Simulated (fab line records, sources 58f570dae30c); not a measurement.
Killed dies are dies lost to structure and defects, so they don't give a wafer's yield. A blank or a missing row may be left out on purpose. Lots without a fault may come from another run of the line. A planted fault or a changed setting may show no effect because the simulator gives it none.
A struck lot beside a sound one | flow berkeley_cmos170 | 29 steps out of a route of 331
Sound: wafers L934.1, L934.3, L934.4. Struck: wafers L938.3, L938.5, L938.6. The cause comes at the end.
At each step with rows: each side's tool, then ch and its chambers, then its first start. Under that, the readings that differ: sound wafers | struck wafers | difference of the means | sigmas: that difference in standard deviations of wafers without a fault.
alike: readings whose means differ by less than 2 such deviations, and words and numbers that are the same on both sides. not compared: withheld readings, readings that some wafer has no value for, bounds like >300 that may hide the same value, and numbers for which the record gives no deviation and whose values overlap.
The two part at a step that has a row with sigmas, a row that says differs or no value, or rows on one side only. Numbers that don't overlap but have no deviation are shown without sigmas and don't part them. A reading that every wafer of one side lacks parts them only if that side has two wafers or more.

first, 6 steps without rows for these wafers: UCB170_ZERO_HMDS_00 (prime time 60 s); UCB170_ZERO_COAT_01 (resist thk 900 nm); UCB170_ZERO_SOFTBAKE_02 (time 60 s); UCB170_ZERO_EXPOSE_03 (exposes mask PM MARKS, target cd 4000 nm); UCB170_ZERO_PEB_04; UCB170_ZERO_DEVELOP_05 (develop time 45 s).
UCB170_ZERO_ETCH_06: etches SiO2 in CHF3/CF4/Ar, time 12 s.
  sound on rie_diel-04 ch 0,1,3, day 1 22:41; struck on rie_diel-04 ch 0,1,3, day 2 15:59
  alike: drypump_motor_current_A, oes_product_au, throttle_valve_pct
  not compared: rf_hours_counter_h
UCB170_ZERO_STRIP_07: strips in O2.
  sound on plasma_asher-02 ch 0,1, day 1 22:43; struck on plasma_asher-04 ch 0,1, day 2 16:02
  alike: drypump_motor_current_A, oes_product_au, strip_time_to_endpoint_s
  not compared: rf_hours_counter_h
then, 2 steps without rows for these wafers: UCB170_NWELL_WET_ETCH_00 (etches SiO2 in dHF, time 200 s); UCB170_NWELL_OXIDATION_01 (target thk 26.4 nm, ox time 1260 s).
UCB170_NWELL_THK_MEAS_02:
  sound on film_metro-02, day 2 02:10; struck on film_metro-04, day 2 19:15
  alike: NWELL_OXIDE_THK
then, 1 step without rows for these wafers: UCB170_NWELL_ANNEAL_03 (time 900 s).
UCB170_NWELL_CVD_04: deposits Si3N4 from SiH2Cl2/NH3, target thk 224 nm, time 3360 s.
  sound on lpcvd-01 ch 0, day 2 05:34; struck on lpcvd-01 ch 1, day 2 20:32
  reading                                 | sound             | struck            | difference | sigmas
  model.Si3N4_of_NWELL_CVD_04.thk_nm (nm) | 224.2 225.3 223.3 | 63.61 63.52 61.38 | -161.43    |
  alike: nh3_flow_sccm, spike_tc_source_C, susceptor_temp_C
UCB170_NWELL_THK_MEAS_05:
  sound on film_metro-03, day 2 07:29; struck on film_metro-04, day 2 22:29
  reading                | sound             | struck         | difference | sigmas
  NWELL_NITRIDE_THK (nm) | 224.3 225.2 223.2 | 63.6 63.5 61.4 | -161.4     | -85
then, 6 steps without rows for these wafers: UCB170_NWELL_HMDS_06 (prime time 60 s); UCB170_NWELL_COAT_07 (resist thk 900 nm); UCB170_NWELL_SOFTBAKE_08 (time 60 s); UCB170_NWELL_EXPOSE_09 (exposes mask NWELL, target cd 3000 nm); UCB170_NWELL_PEB_10; UCB170_NWELL_DEVELOP_11 (develop time 45 s).
UCB170_NWELL_OVL_MEAS_12:
  sound on overlay-01, day 2 08:32; struck on overlay-01, day 2 23:52
  alike: NWELL_OVL
UCB170_NWELL_ETCH_13: etches Si3N4 in CH3F/Ar/O2, stops on SiO2, target depth 246.4 nm, time 154 s.
  sound on rie_diel-01 ch 0,2,3, day 2 08:34; struck on rie_diel-03 ch 0,1, day 2 23:53
  reading                  | sound             | struck            | difference | sigmas
  oes_product_au (a.u.)    | 0.942 0.925 0.936 | 0.530 0.519 0.528 | -0.409     | -29
  model.etch.depth_nm (nm) | 224.2 225.3 223.3 | 63.61 63.52 61.38 | -161.43    |
  alike: drypump_motor_current_A, throttle_valve_pct
  not compared: rf_hours_counter_h
then, 1 step without rows for these wafers: UCB170_NWELL_IMPLANT_14.
UCB170_NWELL_STRIP_15: strips in O2.
  sound on plasma_asher-01 ch 0,1, day 2 08:49; struck on plasma_asher-03 ch 0,1, day 3 00:10
  reading                      | sound             | struck            | difference | sigmas
  drypump_motor_current_A (A)  | 6.3 6.3 5.9       | 5.5 5.5 5.5       | -0.7       | -2
  strip_time_to_endpoint_s (s) | 18.18 18.19 18.17 | 17.98 17.97 17.96 | -0.21      | -2
  alike: oes_product_au
  not compared: rf_hours_counter_h
UCB170_NWELL_TW_MEAS_16:
  sound on film_metro-04, day 2 08:55; struck on film_metro-03, day 3 00:16
  reading  | sound          | struck         | difference | sigmas
  NWELL_TW | 1254 1250 1256 | 1225 1220 1223 | -31        | -2
then, 1 step without rows for these wafers: UCB170_NWELL_CLEAN_17 (cleans in SPM, time 600 s).
UCB170_NWELL_WET_ETCH_18: etches Si3N4 in H3PO4, time 14400 s.
  sound on wet_bench-04 ch 0, day 2 09:09; struck on wet_bench-01 ch 1, day 3 00:29
  alike: model.SiO2_of_NWELL_OXIDATION_01.thk_nm
then, 2 steps without rows for these wafers: UCB170_NWELL_WET_ETCH_19 (etches SiO2 in BOE, time 22 s); UCB170_M3_PROBE_99.

WHERE THEY PART
First at UCB170_NWELL_THK_MEAS_05; last, within this record, at UCB170_NWELL_TW_MEAS_16. Later steps at which nothing parts them and some readings are alike: UCB170_NWELL_WET_ETCH_18.

WHY: what the simulator had put in
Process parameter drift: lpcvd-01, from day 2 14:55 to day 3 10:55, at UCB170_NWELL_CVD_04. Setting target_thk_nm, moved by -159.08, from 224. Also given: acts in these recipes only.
